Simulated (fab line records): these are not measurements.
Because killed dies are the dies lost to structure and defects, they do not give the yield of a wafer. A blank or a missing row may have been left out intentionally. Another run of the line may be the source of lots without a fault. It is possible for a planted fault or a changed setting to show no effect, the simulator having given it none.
Which tool did it?    flow berkeley cmos170    14 lots with 42 wafers sampled at 6 steps, on a route of 331 steps

== WHAT EACH GAUGE READ, for each wafer ==
UCB170_PLDD_TW_MEAS_11. Usual: PLDD_TW gives 1019 (standard deviation 10).
lot   measured      on             PLDD_TW         flag
L327  day 6 19:38   film metro-04  1023 1022 1027  
L326  day 6 19:52   film metro-02  1015 1018 1017  
L329  day 7 09:32   film metro-03  1000 1007 1005  
L330  day 7 10:23   film metro-02  1013 1017 1013  
L328  day 7 10:56   film metro-02  1018 1017 1016  
L334  day 8 00:00   film metro-02  1019 1016 1015  
L332  day 8 04:39   film metro-04  1030 1034 1035  
L337  day 9 01:57   film metro-03  1007 1012 1015  
L341  day 9 17:54   film metro-04  1030 1030 1032  
L343  day 9 18:10   film metro-03  1015 1017 1009  
L344  day 9 21:04   film metro-04  1035 1035 1032  
L342  day 9 21:21   film metro-04  1037 1038 1038  
L346  day 10 11:58  film metro-04  1027 1028 1029  
L347  day 10 20:50  film metro-02  1015 1014 1022  

UCB170_NSD_CD_MEAS_06 targets a cd of 1200 nm. Usual: cd nm 1200.0 nm, standard deviation 1.2.
lot   measured      on         cd nm (nm)            flag
L327  day 7 07:28   cd sem-02  1200.2 1199.9 1199.9  
L326  day 7 07:05   cd sem-02  1201.5 1199.2 1201.6  
L329  day 7 23:12   cd sem-01  1200.9 1200.9 1199.3  
L330  day 7 22:57   cd sem-01  1199.8 1200.6 1202.2  
L328  day 7 22:40   cd sem-01  1199.6 1198.5 1198.8  
L334  day 8 10:56   cd sem-02  1200.7 1200.0 1201.1  
L332  day 8 15:32   cd sem-01  1200.8 1201.2 1200.8  
L337  day 9 13:11   cd sem-02  1200.7 1201.3 1201.4  
L341  day 10 03:29  cd sem-02  1199.2 1200.0 1200.1  
L343  day 10 03:58  cd sem-02  1199.7 1199.9 1199.2  
L344  day 10 06:44  cd sem-01  1201.9 1203.1 1201.8  
L342  day 10 06:56  cd sem-02  1200.9 1201.1 1200.1  
L346  day 10 20:11  cd sem-02  1201.0 1200.9 1200.7  
L347  day 11 07:59  cd sem-02  1199.4 1200.1 1198.7  

UCB170_NSD_TW_MEAS_10. Usual: NSD_TW gives 4219 (standard deviation 44).
lot   measured      on             NSD_TW          flag
L327  day 7 07:50   film metro-03  4169 4158 4156  
L326  day 7 07:28   film metro-04  4255 4249 4262  
L329  day 7 23:36   film metro-04  4285 4237 4248  
L330  day 7 23:21   film metro-03  4153 4171 4175  
L328  day 7 23:05   film metro-04  4236 4261 4249  
L334  day 8 11:20   film metro-04  4310 4291 4277  
L332  day 8 15:56   film metro-02  4213 4219 4226  
L337  day 9 13:35   film metro-02  4220 4208 4209  
L341  day 10 03:54  film metro-04  4259 4258 4274  
L343  day 10 04:23  film metro-04  4259 4237 4264  
L344  day 10 07:08  film metro-03  4193 4184 4178  
L342  day 10 07:21  film metro-04  4241 4243 4251  
L346  day 10 20:35  film metro-04  4277 4256 4286  
L347  day 11 08:24  film metro-02  4258 4256 4254  

UCB170_SDANNEAL_RS_MEAS_02: measurement is done with a four-point probe. Usual: PSD_RS gives 75.41 ohm/sq (standard deviation 0.26).
lot   measured      on             PSD_RS (ohm/sq)    flag
L327  day 7 10:07   film metro-03  74.70 75.00 74.93  
L326  day 7 09:33   film metro-02  75.50 75.67 75.52  
L329  day 8 04:41   film metro-03  75.52 75.24 75.62  
L330  day 8 04:49   film metro-04  75.37 75.53 75.35  
L328  day 8 05:10   film metro-02  74.88 74.91 75.42  
L334  day 8 13:58   film metro-02  75.19 75.52 75.39  
L332  day 8 18:06   film metro-03  76.59 76.46 76.72  OFF
L337  day 9 16:03   film metro-02  76.49 76.08 76.05  OFF
L341  day 10 06:18  film metro-03  75.43 75.48 75.31  
L343  day 10 05:49  film metro-02  74.72 75.42 75.04  
L344  day 10 08:15  film metro-03  75.35 75.64 75.58  
L342  day 10 08:28  film metro-02  75.15 75.55 75.60  
L346  day 10 21:46  film metro-02  75.35 75.50 75.42  
L347  day 11 09:50  film metro-03  76.00 76.06 75.71  

== WHAT TOOL EACH LOT RAN ON (gives the tool, then ch and the chambers of the sampled wafers, and finally the start) ==
lot   UCB170_PSD_IMPLANT_08            UCB170_PSD_STRIP_09
L327  implanter-02 ch 0, day 7 03:51   plasma asher-03 ch 0,1, day 7 03:59
L326  implanter-01 ch 0, day 7 04:04   plasma asher-01 ch 0,1, day 7 04:11
L329  implanter-01 ch 0, day 7 19:41   plasma asher-03 ch 1, day 7 19:50
L330  implanter-04 ch 0, day 7 19:27   plasma asher-04 ch 0,1, day 7 19:36
L328  implanter-02 ch 0, day 7 19:34   plasma asher-01 ch 0,1, day 7 19:43
L334  implanter-01 ch 0, day 8 09:15   plasma asher-01 ch 1, day 8 09:22
L332  implanter-02 ch 0, day 8 13:59   plasma asher-03 ch 0,1, day 8 14:07
L337  implanter-02 ch 0, day 9 10:15   plasma asher-04 ch 0,1, day 9 10:24
L341  implanter-04 ch 0, day 10 00:52  plasma asher-01 ch 0, day 10 01:01
L343  implanter-01 ch 0, day 10 01:04  plasma asher-04 ch 0,1, day 10 01:13
L344  implanter-01 ch 0, day 10 05:07  plasma asher-04 ch 0,1, day 10 05:16
L342  implanter-04 ch 0, day 10 05:22  plasma asher-03 ch 0,1, day 10 05:31
L346  implanter-01 ch 0, day 10 17:46  plasma asher-04 ch 0,1, day 10 17:53
L347  implanter-04 ch 0, day 11 06:19  plasma asher-04 ch 0,1, day 11 06:28
- UCB170_PSD_IMPLANT_08
- UCB170_PSD_STRIP_09: strips in O2.

== AS READ BY THE TOOLS THEMSELVES (means over the sampled wafers that have a number; for cases with no such wafer, the mark the record gives instead) ==
UCB170_PSD_IMPLANT_08. Usual: beam energy keV 19.999, standard deviation 0.0063; faraday current uA 9258, standard deviation 180.
lot   tool          beam energy keV  faraday current uA  flag
L327  implanter-02  20.001           9451                
L326  implanter-01  19.985           9184                
L329  implanter-01  19.999           9213                
L330  implanter-04  20.001           9190                
L328  implanter-02  20.009           9443                
L334  implanter-01  19.998           9301                
L332  implanter-02  18.381           9565                OFF
L337  implanter-02  18.371           9185                OFF
L341  implanter-04  19.994           9072                
L343  implanter-01  19.998           9185                
L344  implanter-01  19.999           9228                
L342  implanter-04  19.996           9359                
L346  implanter-01  20.005           9423                
L347  implanter-04  19.992           9553                

UCB170_PSD_STRIP_09. Usual: drypump motor current A 5.8 A, standard deviation 0.46; oes product au 0.600 a.u., standard deviation 0.005; strip time to endpoint s 29.39 s, standard deviation 0.066.
lot   tool             drypump motor current A (A)  oes product au (a.u.)  strip time to endpoint s (s)  flag
L327  plasma asher-03  6.1                          0.597                  29.38                         
L326  plasma asher-01  5.6                          0.601                  29.37                         
L329  plasma asher-03  5.6                          0.596                  29.44                         
L330  plasma asher-04  6.3                          0.600                  29.40                         
L328  plasma asher-01  5.6                          0.601                  29.41                         
L334  plasma asher-01  5.9                          0.600                  29.39                         
L332  plasma asher-03  5.8                          0.611                  28.53                         OFF
L337  plasma asher-04  6.1                          0.608                  28.73                         OFF
L341  plasma asher-01  5.0                          0.607                  29.42                         
L343  plasma asher-04  6.3                          0.601                  29.32                         
L344  plasma asher-04  6.2                          0.602                  29.38                         
L342  plasma asher-03  5.8                          0.600                  29.34                         
L346  plasma asher-04  6.1                          0.601                  29.50                         
L347  plasma asher-04  6.3                          0.596                  29.34                         

== THE ANSWER, worked out from the rows above alone ==
Rule: a lot is off if the mean of its wafers that have a number lies more than 3 standard deviations from the usual mean. A lot without any number at a reading at which 4 lots or more have one is off too. All remaining lots with rows at the step are treated as sound. Order of review: gauges by route order, followed by the tools' own readings, for which a lot's mean as printed above is used. The first step at which some lot is off is used, and at that step the reading that is off furthest; a lot without a number counts as furthest.
Off: L332, L337, seen at UCB170_SDANNEAL_RS_MEAS_02 (PSD_RS).
If a tool, at a process step before that reading, ran all the lots that are off and no sound lot after the first of them, it fits. The gauges at UCB170_SDANNEAL_RS_MEAS_02 aren't tried: what is off there is off at UCB170_PSD_IMPLANT_08 too, on other tools, and a gauge's error can't cause that. One candidate fits, namely implanter-02 at UCB170_PSD_IMPLANT_08. Its last sound lot is L328 (day 7 19:34), its first lot that is off L332 (day 8 13:59): a fault that began between those two fits.
On the lots that are off, the tool's own readings at UCB170_PSD_IMPLANT_08 differ by more than 5 times the standard deviation of the sound lots' means, which bears it out; beam energy keV reads 18.376 there versus 19.998 on the sound lots.

== WHAT THE SIMULATOR HAD PUT IN ==
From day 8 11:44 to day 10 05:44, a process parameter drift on implanter-02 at UCB170_PSD_IMPLANT_08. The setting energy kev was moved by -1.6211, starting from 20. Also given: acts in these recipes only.
Struck lots among those shown: L332, L337. The rule above reached the same finding.
